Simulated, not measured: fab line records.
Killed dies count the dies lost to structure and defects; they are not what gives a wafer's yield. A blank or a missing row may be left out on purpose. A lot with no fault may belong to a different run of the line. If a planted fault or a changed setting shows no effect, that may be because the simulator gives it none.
Which of the tools did it? || flow ritCmos || 13 lots with 38 wafers sampled at 6 steps, on a route of 202 steps

WHAT EACH GAUGE READ, for each wafer
RIT_NSD_TW_MEAS_10.
{"lot": "L337", "measured": "day 3 05:06", "on": "filmMetro-04", "NSD_TW": "3118 3130 3111"}
{"lot": "L340", "measured": "day 3 22:43", "on": "filmMetro-01", "NSD_TW": "3160 3169 3157"}
{"lot": "L341", "measured": "day 4 09:01", "on": "filmMetro-01", "NSD_TW": "3165 3208 3183"}
{"lot": "L343", "measured": "day 4 23:52", "on": "filmMetro-04", "NSD_TW": "3118 3130 3136"}
{"lot": "L344", "measured": "day 5 09:14", "on": "filmMetro-02", "NSD_TW": "3103 3081 3104"}
{"lot": "L345", "measured": "day 5 13:01", "on": "filmMetro-04", "NSD_TW": "3108 3111 3103"}
{"lot": "L349", "measured": "day 6 11:08", "on": "filmMetro-01", "NSD_TW": "3158 3152 3155"}
{"lot": "L348", "measured": "day 6 11:23", "on": "filmMetro-01", "NSD_TW": "3157 3151"}
{"lot": "L352", "measured": "day 7 01:11", "on": "filmMetro-04", "NSD_TW": "3112 3125 3104"}
{"lot": "L354", "measured": "day 7 02:35", "on": "filmMetro-02", "NSD_TW": "3079 3084 3079"}
{"lot": "L355", "measured": "day 7 14:20", "on": "filmMetro-04", "NSD_TW": "3104 3124 3129"}
{"lot": "L360", "measured": "day 8 04:17", "on": "filmMetro-02", "NSD_TW": "3076 3100 3097"}
{"lot": "L359", "measured": "day 8 05:14", "on": "filmMetro-04", "NSD_TW": "3109 3107 3103"}

RIT_CONTACT_CD_MEAS_90 targets a cd of 1000 nm.
{"lot": "L337", "measured": "day 3 09:56", "on": "cdSem-01", "cdNm (nm)": "999.9 1001.2 1001.8"}
{"lot": "L340", "measured": "day 4 03:22", "on": "cdSem-01", "cdNm (nm)": "1005.4 1001.9 1003.3"}
{"lot": "L341", "measured": "day 4 13:49", "on": "cdSem-01", "cdNm (nm)": "1002.2 1000.8 1001.1"}
{"lot": "L343", "measured": "day 5 05:09", "on": "cdSem-01", "cdNm (nm)": "1002.8 1004.2 1002.9"}
{"lot": "L344", "measured": "day 5 14:02", "on": "cdSem-01", "cdNm (nm)": "999.6 997.8 1000.7"}
{"lot": "L345", "measured": "day 5 18:11", "on": "cdSem-01", "cdNm (nm)": "1001.8 1002.5 1003.5"}
{"lot": "L349", "measured": "day 6 16:44", "on": "cdSem-02", "cdNm (nm)": "999.7 998.3 998.7"}
{"lot": "L348", "measured": "day 6 16:59", "on": "cdSem-01", "cdNm (nm)": "999.4 1000.4"}
{"lot": "L352", "measured": "day 7 06:01", "on": "cdSem-01", "cdNm (nm)": "997.1 994.1 997.2"}
{"lot": "L354", "measured": "day 7 08:16", "on": "cdSem-01", "cdNm (nm)": "998.8 996.9 999.3"}
{"lot": "L355", "measured": "day 7 19:31", "on": "cdSem-02", "cdNm (nm)": "1003.1 1000.4 999.4"}
{"lot": "L360", "measured": "day 8 08:57", "on": "cdSem-01", "cdNm (nm)": "1002.6 1005.2 1002.9"}
{"lot": "L359", "measured": "day 8 10:00", "on": "cdSem-01", "cdNm (nm)": "1002.3 1004.4 999.6"}

RIT_M1_RS_MEAS_01: a four-point-probe measurement.
{"lot": "L337", "measured": "day 3 10:41", "on": "filmMetro-01", "M1_AL_RS (ohm/sq)": "0.0747 0.0749 0.0753"}
{"lot": "L340", "measured": "day 4 04:08", "on": "filmMetro-02", "M1_AL_RS (ohm/sq)": "0.0716 0.0724 0.0725"}
{"lot": "L341", "measured": "day 4 14:36", "on": "filmMetro-04", "M1_AL_RS (ohm/sq)": "0.0732 0.0738 0.0736"}
{"lot": "L343", "measured": "day 5 05:55", "on": "filmMetro-01", "M1_AL_RS (ohm/sq)": "0.0721 0.0719 0.0724"}
{"lot": "L344", "measured": "day 5 14:49", "on": "filmMetro-04", "M1_AL_RS (ohm/sq)": "0.0725 0.0727 0.0724"}
{"lot": "L345", "measured": "day 5 18:57", "on": "filmMetro-04", "M1_AL_RS (ohm/sq)": "0.0743 0.0738 0.1948"}
{"lot": "L349", "measured": "day 6 17:30", "on": "filmMetro-01", "M1_AL_RS (ohm/sq)": "0.0731 0.0736 0.0738"}
{"lot": "L348", "measured": "day 6 17:45", "on": "filmMetro-01", "M1_AL_RS (ohm/sq)": "0.0738 0.0740"}
{"lot": "L352", "measured": "day 7 06:49", "on": "filmMetro-02", "M1_AL_RS (ohm/sq)": "0.0723 0.0723 0.0723"}
{"lot": "L354", "measured": "day 7 09:04", "on": "filmMetro-01", "M1_AL_RS (ohm/sq)": "0.0725 0.0725 0.0724"}
{"lot": "L355", "measured": "day 7 20:17", "on": "filmMetro-02", "M1_AL_RS (ohm/sq)": "0.0731 0.0732 0.0732"}
{"lot": "L360", "measured": "day 8 09:43", "on": "filmMetro-02", "M1_AL_RS (ohm/sq)": "0.0740 0.0743 0.0742"}
{"lot": "L359", "measured": "day 8 10:46", "on": "filmMetro-04", "M1_AL_RS (ohm/sq)": "0.0733 0.0728 0.0732"}

RIT_M1_THK_MEAS_02: measures by xrf.
{"lot": "L337", "measured": "day 3 10:49", "on": "filmMetro-01", "M1_AL_THK (nm)": "394 390 390"}
{"lot": "L340", "measured": "day 4 04:15", "on": "filmMetro-02", "M1_AL_THK (nm)": "408 401 404"}
{"lot": "L341", "measured": "day 4 14:42", "on": "filmMetro-04", "M1_AL_THK (nm)": "402 397 399"}
{"lot": "L343", "measured": "day 5 06:01", "on": "filmMetro-01", "M1_AL_THK (nm)": "410 409 403"}
{"lot": "L344", "measured": "day 5 14:55", "on": "filmMetro-04", "M1_AL_THK (nm)": "407 407 408"}
{"lot": "L345", "measured": "day 5 19:04", "on": "filmMetro-04", "M1_AL_THK (nm)": "397 399 160"}
{"lot": "L349", "measured": "day 6 17:37", "on": "filmMetro-01", "M1_AL_THK (nm)": "403 399 399"}
{"lot": "L348", "measured": "day 6 17:52", "on": "filmMetro-01", "M1_AL_THK (nm)": "397 396"}
{"lot": "L352", "measured": "day 7 06:56", "on": "filmMetro-02", "M1_AL_THK (nm)": "401 402 403"}
{"lot": "L354", "measured": "day 7 09:10", "on": "filmMetro-01", "M1_AL_THK (nm)": "405 403 404"}
{"lot": "L355", "measured": "day 7 20:24", "on": "filmMetro-02", "M1_AL_THK (nm)": "400 398 396"}
{"lot": "L360", "measured": "day 8 09:49", "on": "filmMetro-02", "M1_AL_THK (nm)": "396 396 396"}
{"lot": "L359", "measured": "day 8 10:52", "on": "filmMetro-04", "M1_AL_THK (nm)": "401 405 401"}

RIT_M1_OVL_MEAS_10.
{"lot": "L337", "measured": "day 3 12:00", "on": "overlay-01", "M1_OVL (nm)": "0.5 2.0 2.4"}
{"lot": "L340", "measured": "day 4 05:18", "on": "overlay-02", "M1_OVL (nm)": "2.1 1.0 1.1"}
{"lot": "L341", "measured": "day 4 15:48", "on": "overlay-02", "M1_OVL (nm)": "1.9 -0.2 1.5"}
{"lot": "L343", "measured": "day 5 07:05", "on": "overlay-02", "M1_OVL (nm)": "2.7 1.7 1.7"}
{"lot": "L344", "measured": "day 5 16:06", "on": "overlay-02", "M1_OVL (nm)": "-2.3 0.4 -2.1"}
{"lot": "L345", "measured": "day 5 20:15", "on": "overlay-02", "M1_OVL (nm)": "-0.6 -1.2 -1.4"}
{"lot": "L349", "measured": "day 6 19:22", "on": "overlay-01", "M1_OVL (nm)": "1.2 -0.7 -0.4"}
{"lot": "L348", "measured": "day 6 19:58", "on": "overlay-01", "M1_OVL (nm)": "1.6 -0.3"}
{"lot": "L352", "measured": "day 7 08:29", "on": "overlay-01", "M1_OVL (nm)": "0.5 0.8 0.5"}
{"lot": "L354", "measured": "day 7 10:21", "on": "overlay-02", "M1_OVL (nm)": "1.0 -0.2 -1.7"}
{"lot": "L355", "measured": "day 7 21:27", "on": "overlay-01", "M1_OVL (nm)": "0.7 0.9 -1.3"}
{"lot": "L360", "measured": "day 8 11:06", "on": "overlay-01", "M1_OVL (nm)": "2.3 0.9 1.4"}
{"lot": "L359", "measured": "day 8 11:55", "on": "overlay-01", "M1_OVL (nm)": "0.1 2.0 0.4"}

TOOL THAT RAN EACH LOT (tool first, then ch and the chambers of the sampled wafers, then the start)
{"lot": "L337", "RIT_M1_SPUTTER_00": "pvdSputter-01, day 3 10:24"}
{"lot": "L340", "RIT_M1_SPUTTER_00": "pvdSputter-02, day 4 03:49"}
{"lot": "L341", "RIT_M1_SPUTTER_00": "pvdSputter-01, day 4 14:16"}
{"lot": "L343", "RIT_M1_SPUTTER_00": "pvdSputter-01, day 5 05:36"}
{"lot": "L344", "RIT_M1_SPUTTER_00": "pvdSputter-02, day 5 14:29"}
{"lot": "L345", "RIT_M1_SPUTTER_00": "pvdSputter-01, day 5 18:39"}
{"lot": "L349", "RIT_M1_SPUTTER_00": "pvdSputter-02, day 6 17:13"}
{"lot": "L348", "RIT_M1_SPUTTER_00": "pvdSputter-01, day 6 17:28"}
{"lot": "L352", "RIT_M1_SPUTTER_00": "pvdSputter-02, day 7 06:30"}
{"lot": "L354", "RIT_M1_SPUTTER_00": "pvdSputter-03, day 7 08:44"}
{"lot": "L355", "RIT_M1_SPUTTER_00": "pvdSputter-02, day 7 19:58"}
{"lot": "L360", "RIT_M1_SPUTTER_00": "pvdSputter-02, day 8 09:24"}
{"lot": "L359", "RIT_M1_SPUTTER_00": "pvdSputter-03, day 8 10:26"}
- RIT_M1_SPUTTER_00: material Al, target thk 400 nm, time 500 s.

WHAT THE TOOLS THEMSELVES READ (means of the sampled wafers that have a number; where no wafer has one, the mark that the record gives instead)
RIT_M1_SPUTTER_00.
{"lot": "L337", "tool": "pvdSputter-01", "throttleValvePct (%)": 30.0}
{"lot": "L340", "tool": "pvdSputter-02", "throttleValvePct (%)": 30.7}
{"lot": "L341", "tool": "pvdSputter-01", "throttleValvePct (%)": 30.5}
{"lot": "L343", "tool": "pvdSputter-01", "throttleValvePct (%)": 30.8}
{"lot": "L344", "tool": "pvdSputter-02", "throttleValvePct (%)": 29.9}
{"lot": "L345", "tool": "pvdSputter-01", "throttleValvePct (%)": 30.2}
{"lot": "L349", "tool": "pvdSputter-02", "throttleValvePct (%)": 30.0}
{"lot": "L348", "tool": "pvdSputter-01", "throttleValvePct (%)": 29.9}
{"lot": "L352", "tool": "pvdSputter-02", "throttleValvePct (%)": 31.0}
{"lot": "L354", "tool": "pvdSputter-03", "throttleValvePct (%)": 31.1}
{"lot": "L355", "tool": "pvdSputter-02", "throttleValvePct (%)": 30.0}
{"lot": "L360", "tool": "pvdSputter-02", "throttleValvePct (%)": 30.3}
{"lot": "L359", "tool": "pvdSputter-03", "throttleValvePct (%)": 30.1}

THE ANSWER, worked out from the rows above alone
Rule: the lots themselves supply what counts as usual. The widest of any qualifying gaps counts: lots, ordered by their means at a reading, are off when they make up no more than a third of the lots, leave a main group of 4 or more, and stand apart from it by 3 or more times the standard deviation of that group's means. If all means in a main group match to the digits the tables above print for the reading, that group is not used. Also off: a lot with no number at a reading for which 4 or more lots have one. Any other lot the step has rows for is counted as sound. Order of review: gauges by route order, followed by the tools' own readings, for which a lot's mean as printed above is used. At the first step where some lot is off, the reading lying furthest off is the one used; lots without a number count as furthest.
Off: L345, at RIT_M1_RS_MEAS_01 (M1_AL_RS). The main group: mean 0.0732 ohm/sq, standard deviation 0.00085.
If a tool, at a process step before that reading, ran all the lots that are off and no sound lot after the first of them, it fits. The gauges at RIT_M1_RS_MEAS_01 are tried like those tools. None of those tried fits.

WHAT HAD BEEN PUT IN BY THE SIMULATOR
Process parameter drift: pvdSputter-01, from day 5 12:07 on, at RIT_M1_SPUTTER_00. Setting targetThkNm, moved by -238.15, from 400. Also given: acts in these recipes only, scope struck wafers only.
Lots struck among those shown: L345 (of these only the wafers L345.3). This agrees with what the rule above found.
